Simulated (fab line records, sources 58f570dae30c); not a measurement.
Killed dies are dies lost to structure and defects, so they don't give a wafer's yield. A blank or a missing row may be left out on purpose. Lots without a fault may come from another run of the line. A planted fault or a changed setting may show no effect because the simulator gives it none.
Split-lot experiment | flow berkeley_cmos170 | 5 lots, 23 wafers read, on a route of 331 steps

THE SPLIT
At UCB170_START_OXIDATION_02 (target thk 20 nm, ox time 1800 s), the setting temp_c was moved away from the recipe's 950 C on 10 of the 23 wafers read, by -1.3% to +1.8%. The other wafers ran this setting at the recipe's value.

The file shows no step between the split and the reading.

THE READING
START_OXIDE_THK, in nm, at UCB170_START_THK_MEAS_03. Fault-free wafers of this fab line usually give 19.9 nm, standard deviation 0.33 nm.

wafer  | tool, chamber at the split | temp_c as run, C | against the recipe | START_OXIDE_THK, nm | against lot-mates on the recipe
L074.2 | -, -                       | 950              | recipe             | 19.5                | -
L074.3 | -, -                       | 950              | recipe             | 19.6                | -
L074.4 | -, -                       | 950              | recipe             | 19.7                | -
L074.5 | -, -                       | 950              | recipe             | 19.5                | -
L074.6 | -, -                       | 950              | recipe             | 19.4                | -
L075.2 | furnace-01, 0              | 950              | recipe             | 19.7                | -
L075.3 | furnace-01, 0              | 950              | recipe             | 19.7                | -
L075.4 | furnace-01, 0              | 950              | recipe             | 19.7                | -
L078.1 | -, -                       | 967.3            | +1.8%              | 23.4                | no lot-mate on the recipe
L078.2 | -, -                       | 967.3            | +1.8%              | 23.3                | no lot-mate on the recipe
L078.3 | -, -                       | 967.3            | +1.8%              | 23.5                | no lot-mate on the recipe
L078.4 | -, -                       | 967.3            | +1.8%              | 23.2                | no lot-mate on the recipe
L078.6 | -, -                       | 967.3            | +1.8%              | 23.3                | no lot-mate on the recipe
L080.1 | -, -                       | 937.3            | -1.3%              | 17.0                | no lot-mate on the recipe
L080.2 | -, -                       | 937.3            | -1.3%              | 17.0                | no lot-mate on the recipe
L080.3 | -, -                       | 937.3            | -1.3%              | 17.3                | no lot-mate on the recipe
L080.4 | -, -                       | 937.3            | -1.3%              | 17.1                | no lot-mate on the recipe
L080.5 | -, -                       | 937.3            | -1.3%              | 16.8                | no lot-mate on the recipe
L081.1 | -, -                       | 950              | recipe             | 20.6                | -
L081.2 | -, -                       | 950              | recipe             | 20.5                | -
L081.3 | -, -                       | 950              | recipe             | 20.4                | -
L081.4 | -, -                       | 950              | recipe             | 20.3                | -
L081.6 | -, -                       | 950              | recipe             | 20.6                | -

THE FIT
A straight line over all 23 wafers: START_OXIDE_THK changes by +1.98 nm for each +1% of temp_c; r = +0.99; the points scatter about the line by 0.38 nm.
Too few moved wafers have a lot-mate on the recipe to fit a line with each lot's own level taken away.

THE WHOLE CHAIN: every reading that the file lists as answering this split, in the file's order
step                      | what it does                     | reading                                                                            | change (the file's fit)              | r (the file's)
UCB170_START_OXIDATION_02 | target thk 20 nm, ox time 1800 s | SiO2_of_START_OXIDATION_02.thk_nm (the simulator's own value, which no gauge read) | +1.98 nm for each +1% of the setting | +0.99
UCB170_START_THK_MEAS_03  |                                  | START_OXIDE_THK                                                                    | +1.98 for each +1% of the setting    | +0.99

THE FILE'S OWN FIT
START_OXIDE_THK changes by +1.98 nm for each +1% of temp_c, r = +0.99.
